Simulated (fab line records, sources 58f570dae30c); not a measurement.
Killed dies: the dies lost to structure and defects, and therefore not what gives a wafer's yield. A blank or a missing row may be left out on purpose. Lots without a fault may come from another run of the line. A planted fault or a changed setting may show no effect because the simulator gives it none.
One fault seen from 2 desks / flow berkeleyCmos170 / only its own numbers are on each desk; what lay behind them is given at the end

## TOOL OWNER'S DESK, plasmaAsher-03
The tool's own readings at UCB170_PSD_STRIP_09 (strips in O2): means of the sampled wafers that have a number, for each lot that ran on this tool. Marked OUT: a lot whose mean sits more than 4 standard deviations from the usual mean, which makes it out of limits; the brackets give that distance.
Columns: A = drypumpMotorCurrentA at UCB170_PSD_STRIP_09, usual 5.55 A; B = oesProductAu at UCB170_PSD_STRIP_09, usual 0.600 a.u.; C = stripTimeToEndpointS at UCB170_PSD_STRIP_09, usual 29.40 s
lot=L192; first seen here=day 6 11:01; A=5.59; B=0.602; C=29.32
lot=L195; first seen here=day 7 02:29; A=5.70; B=0.600; C=29.52
lot=L194; first seen here=day 7 02:55; A=5.63; B=0.605; C=29.28
lot=L200; first seen here=day 8 16:01; A=5.49; B=0.440 (-31) OUT; C=-
lot=L212; first seen here=day 11 01:01; A=5.52; B=0.601; C=29.46
Finding of this desk: L200 out of limits; the first was L200 at day 8 16:01, on oesProductAu at UCB170_PSD_STRIP_09. Within limits: L192, L195, L194, L212.

## AT THE METROLOGY DESK
Means of the sampled wafers that have a number, per lot and without regard to the tool the lot ran on: this is what the gauges read. Marked OUT: a lot whose mean sits more than 4 standard deviations from the usual mean, which makes it out of limits; the brackets give that distance.
Columns: A = cdNm at UCB170_GATE_CD_MEAS_12, usual 349.9 nm; B = cdNm at UCB170_GATE_CD_MEAS_90, usual 349.8 nm; C = PLDD_OVL at UCB170_PLDD_OVL_MEAS_07, usual -1 nm; D = NSD_TW at UCB170_NSD_TW_MEAS_10, usual 4177
lot=L192; first seen here=day 5 22:51; A=348.9; B=348.7; C=-6; D=4209
lot=L193; first seen here=day 6 14:07; A=350.2; B=350.0; C=-3; D=4218
lot=L195; first seen here=day 6 17:36; A=349.9; B=351.0; C=-5; D=4121
lot=L194; first seen here=day 6 17:57; A=350.4; B=349.2; C=-1; D=4133
lot=L197; first seen here=day 7 03:20; A=350.4; B=351.0; C=6; D=4213
lot=L199; first seen here=day 8 01:11; A=349.8; B=350.2; C=-6; D=4132
lot=L198; first seen here=day 8 01:14; A=347.8; B=348.1; C=5; D=4202
lot=L200; first seen here=day 8 04:32; A=349.1; B=348.6; C=1; D=30 (-90) OUT
lot=L210; first seen here=day 10 06:33; A=349.3; B=348.9; C=-2; D=4236
lot=L209; first seen here=day 10 06:47; A=349.4; B=349.7; C=1; D=4124
lot=L212; first seen here=day 10 12:31; A=350.8; B=350.7; C=-2; D=4125
lot=L211; first seen here=day 10 12:46; A=349.7; B=350.5; C=-3; D=4203
lot=L213; first seen here=day 10 20:07; A=349.7; B=348.6; C=3; D=4142
This desk finds L200 out of limits, with the earliest case on L200 at day 8 17:58 (NSD_TW at UCB170_NSD_TW_MEAS_10). Within limits: L192, L193, L195, L194, L197, L199, L198, L210, L209, L212, L211, L213.

## ALL TOGETHER
At day 8 16:01, on L200, the tool owner's desk was in a position to raise an alarm.
At day 8 17:58 the metrology desk could have sounded an alarm, on L200.
UCB170_PSD_STRIP_09 was run on plasmaAsher-03 by each of the lots named.

## WHAT HAD BEEN PUT IN BY THE SIMULATOR
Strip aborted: plasmaAsher-03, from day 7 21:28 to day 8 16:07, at UCB170_PSD_STRIP_09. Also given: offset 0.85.
Shown lots that were struck: L200.
Time in hours from fault onset to the first out-of-limits reading at each desk: tool owner's desk 19, metrology desk 20.
